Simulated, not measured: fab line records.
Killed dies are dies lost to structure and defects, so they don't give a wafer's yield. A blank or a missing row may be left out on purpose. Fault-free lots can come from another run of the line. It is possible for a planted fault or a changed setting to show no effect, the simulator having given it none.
A sampling plan put to the test | flow rit-cmos | one fab line, 38 faults that these records tell of, each judged on the records of the lots that it struck; 1 more is left out, because the records don't allow judging it
Plan = the line's own looks (route steps where a gauge or an inspection reads the wafer without altering it). Where struck wafers have a number at a look and the file lists that look's usual mean and standard deviation on fault-free wafers, the look can be judged. Caught: 4 or more of those standard deviations (sigma) separate the usual mean from the mean of the struck wafers at a look after the fault's first step. On the tool: the test repeated on the tool's own readings taken at the fault's steps. Caught also covers a different recipe on the struck wafers, or a record left blank for those wafers only.

== THE FAULTS, as the simulator had put them in ==
1. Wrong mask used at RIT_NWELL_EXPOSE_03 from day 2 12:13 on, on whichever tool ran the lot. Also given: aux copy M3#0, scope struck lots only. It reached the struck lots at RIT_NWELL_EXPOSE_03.
2. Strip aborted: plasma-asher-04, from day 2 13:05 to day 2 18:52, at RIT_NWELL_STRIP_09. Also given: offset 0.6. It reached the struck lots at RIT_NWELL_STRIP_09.
3. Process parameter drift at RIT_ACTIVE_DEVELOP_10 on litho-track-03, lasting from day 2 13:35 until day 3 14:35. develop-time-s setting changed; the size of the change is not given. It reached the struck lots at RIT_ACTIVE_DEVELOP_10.
4. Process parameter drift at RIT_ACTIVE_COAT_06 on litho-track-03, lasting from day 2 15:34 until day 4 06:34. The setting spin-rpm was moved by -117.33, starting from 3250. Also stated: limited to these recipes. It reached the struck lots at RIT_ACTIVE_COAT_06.
5. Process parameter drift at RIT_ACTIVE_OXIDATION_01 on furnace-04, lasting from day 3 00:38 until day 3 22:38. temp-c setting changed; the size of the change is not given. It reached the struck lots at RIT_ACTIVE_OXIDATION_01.
6. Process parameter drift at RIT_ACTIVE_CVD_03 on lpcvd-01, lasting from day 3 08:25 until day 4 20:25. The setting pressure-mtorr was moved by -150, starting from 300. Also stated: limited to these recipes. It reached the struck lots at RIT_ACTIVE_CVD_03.
7. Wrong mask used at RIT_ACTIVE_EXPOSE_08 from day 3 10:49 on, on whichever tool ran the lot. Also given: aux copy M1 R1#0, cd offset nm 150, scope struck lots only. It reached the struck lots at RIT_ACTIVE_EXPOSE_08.
8. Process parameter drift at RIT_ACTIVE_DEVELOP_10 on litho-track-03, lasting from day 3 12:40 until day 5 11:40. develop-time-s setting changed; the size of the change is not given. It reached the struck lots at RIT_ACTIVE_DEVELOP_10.
9. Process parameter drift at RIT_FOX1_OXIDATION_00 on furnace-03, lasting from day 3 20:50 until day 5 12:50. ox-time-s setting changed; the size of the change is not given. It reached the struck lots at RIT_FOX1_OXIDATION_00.
10. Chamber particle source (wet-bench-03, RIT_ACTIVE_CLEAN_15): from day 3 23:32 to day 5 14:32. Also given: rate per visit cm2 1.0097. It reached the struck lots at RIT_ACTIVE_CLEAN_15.
11. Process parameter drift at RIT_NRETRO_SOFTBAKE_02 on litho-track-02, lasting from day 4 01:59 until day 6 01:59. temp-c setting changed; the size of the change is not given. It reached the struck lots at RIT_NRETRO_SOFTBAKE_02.
12. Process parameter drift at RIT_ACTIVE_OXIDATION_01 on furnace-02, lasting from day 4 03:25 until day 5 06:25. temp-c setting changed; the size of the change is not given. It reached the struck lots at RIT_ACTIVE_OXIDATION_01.
13. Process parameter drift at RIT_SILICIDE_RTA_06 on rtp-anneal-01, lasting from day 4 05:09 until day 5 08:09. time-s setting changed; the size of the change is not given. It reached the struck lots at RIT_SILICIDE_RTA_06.
14. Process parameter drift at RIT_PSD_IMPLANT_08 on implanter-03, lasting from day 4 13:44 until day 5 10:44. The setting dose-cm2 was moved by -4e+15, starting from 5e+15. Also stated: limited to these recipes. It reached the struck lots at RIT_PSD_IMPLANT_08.
15. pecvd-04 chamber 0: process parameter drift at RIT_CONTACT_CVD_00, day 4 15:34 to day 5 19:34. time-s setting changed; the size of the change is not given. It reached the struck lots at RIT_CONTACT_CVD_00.
16. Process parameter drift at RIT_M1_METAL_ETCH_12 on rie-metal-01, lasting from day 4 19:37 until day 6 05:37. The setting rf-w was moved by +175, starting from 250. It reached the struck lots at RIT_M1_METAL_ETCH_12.
17. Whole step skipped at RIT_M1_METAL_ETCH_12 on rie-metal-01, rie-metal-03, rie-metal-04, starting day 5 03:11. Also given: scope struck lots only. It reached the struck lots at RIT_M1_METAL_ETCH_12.
18. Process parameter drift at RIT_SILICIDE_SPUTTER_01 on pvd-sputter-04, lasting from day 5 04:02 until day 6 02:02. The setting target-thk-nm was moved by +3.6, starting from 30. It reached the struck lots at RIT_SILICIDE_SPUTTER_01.
19. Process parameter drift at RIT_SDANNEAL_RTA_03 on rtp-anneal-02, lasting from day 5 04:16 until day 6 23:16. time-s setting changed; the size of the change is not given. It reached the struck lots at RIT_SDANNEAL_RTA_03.
20. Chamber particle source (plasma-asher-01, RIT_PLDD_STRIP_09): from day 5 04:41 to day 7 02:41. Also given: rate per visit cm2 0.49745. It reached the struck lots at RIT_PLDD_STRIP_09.
21. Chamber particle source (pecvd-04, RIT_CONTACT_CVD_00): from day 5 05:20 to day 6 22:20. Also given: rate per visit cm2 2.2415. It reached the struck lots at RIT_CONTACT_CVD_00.
22. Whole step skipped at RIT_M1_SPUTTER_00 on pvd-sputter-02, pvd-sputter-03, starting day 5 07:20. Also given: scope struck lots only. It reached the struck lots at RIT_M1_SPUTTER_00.
23. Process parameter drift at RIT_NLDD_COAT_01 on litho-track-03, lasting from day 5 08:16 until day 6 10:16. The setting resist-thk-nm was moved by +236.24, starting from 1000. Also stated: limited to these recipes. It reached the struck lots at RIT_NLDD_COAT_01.
24. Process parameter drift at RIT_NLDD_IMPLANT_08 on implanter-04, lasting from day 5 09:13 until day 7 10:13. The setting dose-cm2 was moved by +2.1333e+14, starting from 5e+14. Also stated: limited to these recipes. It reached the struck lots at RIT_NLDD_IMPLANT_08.
25. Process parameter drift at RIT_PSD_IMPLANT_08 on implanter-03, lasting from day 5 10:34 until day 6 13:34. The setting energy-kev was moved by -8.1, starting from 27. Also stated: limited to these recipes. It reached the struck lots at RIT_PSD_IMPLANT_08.
26. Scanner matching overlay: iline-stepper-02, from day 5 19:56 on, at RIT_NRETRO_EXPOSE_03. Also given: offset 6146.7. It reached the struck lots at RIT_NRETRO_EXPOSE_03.
27. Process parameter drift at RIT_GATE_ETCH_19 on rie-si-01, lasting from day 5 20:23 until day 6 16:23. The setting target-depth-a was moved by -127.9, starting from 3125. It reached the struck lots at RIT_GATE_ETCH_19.
28. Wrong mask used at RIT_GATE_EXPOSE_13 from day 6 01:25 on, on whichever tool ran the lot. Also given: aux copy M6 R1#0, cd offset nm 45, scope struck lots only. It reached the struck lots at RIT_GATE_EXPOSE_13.
29. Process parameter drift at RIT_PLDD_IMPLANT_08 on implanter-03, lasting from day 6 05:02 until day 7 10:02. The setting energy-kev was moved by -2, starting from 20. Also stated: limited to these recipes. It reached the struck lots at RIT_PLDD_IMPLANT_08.
30. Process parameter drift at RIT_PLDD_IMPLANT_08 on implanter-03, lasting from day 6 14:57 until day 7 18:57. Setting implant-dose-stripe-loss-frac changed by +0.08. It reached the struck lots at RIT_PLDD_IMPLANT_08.
31. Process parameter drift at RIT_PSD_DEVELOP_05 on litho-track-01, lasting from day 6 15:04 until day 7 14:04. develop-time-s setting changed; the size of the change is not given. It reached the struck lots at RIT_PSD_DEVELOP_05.
32. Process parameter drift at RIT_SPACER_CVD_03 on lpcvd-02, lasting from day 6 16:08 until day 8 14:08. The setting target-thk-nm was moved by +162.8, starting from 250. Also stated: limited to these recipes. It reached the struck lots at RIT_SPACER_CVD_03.
33. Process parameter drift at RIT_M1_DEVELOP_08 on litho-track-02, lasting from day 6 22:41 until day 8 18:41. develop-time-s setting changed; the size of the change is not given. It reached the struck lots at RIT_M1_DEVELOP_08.
34. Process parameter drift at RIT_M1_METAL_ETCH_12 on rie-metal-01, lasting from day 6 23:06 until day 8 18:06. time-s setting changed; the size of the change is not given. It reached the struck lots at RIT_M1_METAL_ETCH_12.
35. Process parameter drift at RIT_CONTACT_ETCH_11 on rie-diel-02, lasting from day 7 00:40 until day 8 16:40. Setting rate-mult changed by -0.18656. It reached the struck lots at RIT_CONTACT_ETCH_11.
36. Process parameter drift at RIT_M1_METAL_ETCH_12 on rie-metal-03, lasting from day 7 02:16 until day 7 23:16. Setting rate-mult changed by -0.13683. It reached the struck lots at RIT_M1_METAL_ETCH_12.
37. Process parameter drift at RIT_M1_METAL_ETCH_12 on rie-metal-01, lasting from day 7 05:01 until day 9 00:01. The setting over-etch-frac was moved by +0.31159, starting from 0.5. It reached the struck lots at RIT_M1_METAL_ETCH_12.
38. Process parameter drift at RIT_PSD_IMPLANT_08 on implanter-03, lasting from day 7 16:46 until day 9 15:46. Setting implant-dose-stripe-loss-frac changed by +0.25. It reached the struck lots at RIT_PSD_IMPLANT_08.

== WHAT THE PLAN SAW ==
fault | on the tool itself                               | first look that catches it                      | reading, sigma                              | median hours from its first step to that look | hours from the fault's start to the first struck lot there | judged looks passed uncaught
1     | no reading that can be judged                    | RIT_NWELL_TW_MEAS_10                            | NWELL_TW -94                                | 1.0                                           | 7                                                          | 0
2     | run-length-s -99 or beyond sigma                 | not the one look that can be judged after it    | -                                           | -                                             | -                                                          | 1
3     | under 2 sigma                                    | RIT_ACTIVE_CD_MEAS_11                           | cd-nm -8.0                                  | 0.7                                           | 3                                                          | 0
4     | spin-speed-rpm -55 sigma                         | not the one look that can be judged after it    | -                                           | -                                             | -                                                          | 1
5     | tube-center-temp-C +99 or beyond sigma           | RIT_ACTIVE_THK_MEAS_02                          | ACTIVE_OXIDE_THK +8.2                       | 2.0                                           | 5                                                          | 0
6     | pressure-mtorr -99 or beyond sigma               | RIT_ACTIVE_THK_MEAS_04                          | ACTIVE_NITRIDE_THK -20                      | 1.4                                           | 4                                                          | 0
7     | no reading that can be judged                    | RIT_ACTIVE_CD_MEAS_11                           | cd-nm +69                                   | 0.4                                           | 3                                                          | 0
8     | under 2 sigma                                    | RIT_ACTIVE_CD_MEAS_11                           | cd-nm -10                                   | 1.0                                           | 4                                                          | 0
9     | no reading that can be judged                    | RIT_FOX1_THK_MEAS_01                            | FOX1_OXIDE_THK -7.6                         | 1.3                                           | 3                                                          | 0
10    | no reading that can be judged                    | none of the 6 looks that can be judged after it | -                                           | -                                             | -                                                          | 6
11    | heater-power-total-W -48 sigma                   | not the one look that can be judged after it    | -                                           | -                                             | -                                                          | 1
12    | tube-center-temp-C -77 sigma                     | RIT_ACTIVE_THK_MEAS_02                          | ACTIVE_OXIDE_THK -4.3                       | 1.9                                           | 12                                                         | 0
13    | under 2 sigma                                    | no look after it can be judged                  | -                                           | -                                             | -                                                          | 0
14    | dose-ions-cm2 -99 or beyond sigma                | RIT_PSD_TW_MEAS_10                              | PSD_TW -29                                  | 0.3                                           | 8                                                          | 0
15    | run-length-s +10 sigma                           | RIT_CONTACT_THK_MEAS_01                         | CONTACT_TEOS_THK +8.6                       | 0.1                                           | 8                                                          | 0
16    | rf-fwd-power-W +99 or beyond sigma               | RIT_M1_CD_MEAS_90                               | cd-nm -19                                   | 0.5                                           | 9                                                          | 0
17    | the tool's record is blank for the struck wafers | no look after it can be judged                  | -                                           | -                                             | -                                                          | 0
18    | under 2 sigma                                    | RIT_SILICIDE_RS_MEAS_02                         | SILICIDE_TI_RS -10                          | 0.2                                           | 6                                                          | 0
19    | under 2 sigma                                    | RIT_SDANNEAL_RS_MEAS_04                         | PSD_RS -5.7                                 | 0.1                                           | 6                                                          | 0
20    | under 2 sigma                                    | not the one look that can be judged after it    | -                                           | -                                             | -                                                          | 1
21    | under 2 sigma                                    | no look after it can be judged                  | -                                           | -                                             | -                                                          | 0
22    | the tool's record is blank for the struck wafers | no look after it can be judged                  | -                                           | -                                             | -                                                          | 0
23    | no reading that can be judged                    | not the one look that can be judged after it    | -                                           | -                                             | -                                                          | 1
24    | dose-ions-cm2 +99 or beyond sigma                | RIT_NLDD_TW_MEAS_10                             | NLDD_TW +12                                 | 0.3                                           | 8                                                          | 0
25    | beam-energy-keV -99 or beyond sigma              | RIT_PSD_TW_MEAS_10                              | PSD_TW -10                                  | 0.4                                           | 2                                                          | 0
26    | under 2 sigma                                    | no look after it can be judged                  | -                                           | -                                             | -                                                          | 0
27    | under 2 sigma                                    | none of the 6 looks that can be judged after it | -                                           | -                                             | -                                                          | 6
28    | no reading that can be judged                    | RIT_GATE_CD_MEAS_16                             | cd-nm +19                                   | 0.4                                           | 1                                                          | 0
29    | beam-energy-keV -99 or beyond sigma              | RIT_SDANNEAL_RS_MEAS_06                         | PLDD_RS +13                                 | 7.3                                           | 14                                                         | 1
30    | under 2 sigma                                    | RIT_SDANNEAL_RS_MEAS_06                         | PLDD_RS +7.8                                | 7.3                                           | 10                                                         | 0
31    | under 2 sigma                                    | RIT_PSD_TW_MEAS_10                              | PSD_TW -99 or beyond                        | 1.0                                           | 1                                                          | 0
32    | under 2 sigma                                    | RIT_SPACER_THK_MEAS_04                          | SPACER_NITRIDE_THK +76                      | 1.9                                           | 4                                                          | 0
33    | no reading that can be judged                    | RIT_M1_CD_MEAS_09                               | cd-nm +5.9                                  | 0.7                                           | 2                                                          | 0
34    | run-length-s -99 or beyond sigma                 | no look after it can be judged                  | -                                           | -                                             | -                                                          | 0
35    | under 2 sigma                                    | no look after it can be judged                  | -                                           | -                                             | -                                                          | 0
36    | under 2 sigma                                    | no look after it can be judged                  | -                                           | -                                             | -                                                          | 0
37    | oes-product-au -7.3 sigma                        | not the one look that can be judged after it    | strongest: cd-nm at RIT_M1_CD_MEAS_90, -3.4 | -                                             | -                                                          | 1
38    | no reading that can be judged                    | RIT_SDANNEAL_RS_MEAS_04                         | PSD_RS +6.1                                 | 0.8                                           | 2                                                          | 0
Dash: fault not caught, or number not given in these records.

Caught at a look: 22 of 38. Caught on the tool: 16 of 38. By one or the other: 29 of 38.
On the tool alone, faults 2, 4, 11, 17, 22, 34, 37 were caught.
Caught at a look alone: faults 1, 3, 7, 8, 9, 18, 19, 28, 30, 31, 32, 33, 38.
Caught by neither: faults 10, 13, 20, 21, 23, 26, 27, 35, 36.

== THINNER SAMPLING ==
If the look that catches a fault measured only every second or every third lot, by lot number, the first struck lot would be measured this late in the worst case:
fault | struck lots at that look, in order of time | every lot | every second lot | every third lot
1     | L895                                       | 7 h       | may miss it      | may miss it
3     | L753, L754, L756                           | 3 h       | 8 h              | may miss all 3
5     | L470, L471, L472                           | 5 h       | 11 h             | 14 h
6     | L976, L980                                 | 4 h       | may miss all 2   | may miss all 2
7     | L655                                       | 3 h       | may miss it      | may miss it
8     | L710                                       | 4 h       | may miss it      | may miss it
9     | L996, L998                                 | 3 h       | may miss all 2   | may miss all 2
12    | L292, L293                                 | 12 h      | 12 h             | may miss all 2
14    | L803, L805                                 | 8 h       | may miss all 2   | may miss all 2
15    | L757, L759                                 | 8 h       | may miss all 2   | may miss all 2
16    | L479, L482                                 | 9 h       | 23 h             | may miss all 2
18    | L860, L862                                 | 6 h       | may miss all 2   | may miss all 2
19    | L184, L186                                 | 6 h       | may miss all 2   | may miss all 2
24    | L535, L539                                 | 8 h       | may miss all 2   | may miss all 2
25    | L800, L801                                 | 2 h       | 13 h             | may miss all 2
28    | L149                                       | 1 h       | may miss it      | may miss it
29    | L453, L454                                 | 14 h      | 20 h             | may miss all 2
30    | L844, L847                                 | 10 h      | 21 h             | may miss all 2
31    | L649, L653                                 | 1 h       | may miss all 2   | may miss all 2
32    | L783, L786                                 | 4 h       | 16 h             | may miss all 2
33    | L401, L402                                 | 2 h       | 7 h              | may miss all 2
38    | L904, L905                                 | 2 h       | 7 h              | may miss all 2
The hour figures run from when the fault began to the first measured lot among those it struck. Since the struck wafers were tested as one group against 4 sigma, a single lot by itself may lie under the limit. Other struck lots may not be in these records.

== THE LONGEST TIMED WAY FROM STEP TO LOOK ==
Fault 29: median gap of 7.3 hours between RIT_PLDD_IMPLANT_08 and RIT_SDANNEAL_RS_MEAS_06. The look between them that can be judged stayed within 4 sigma: RIT_PLDD_TW_MEAS_10.
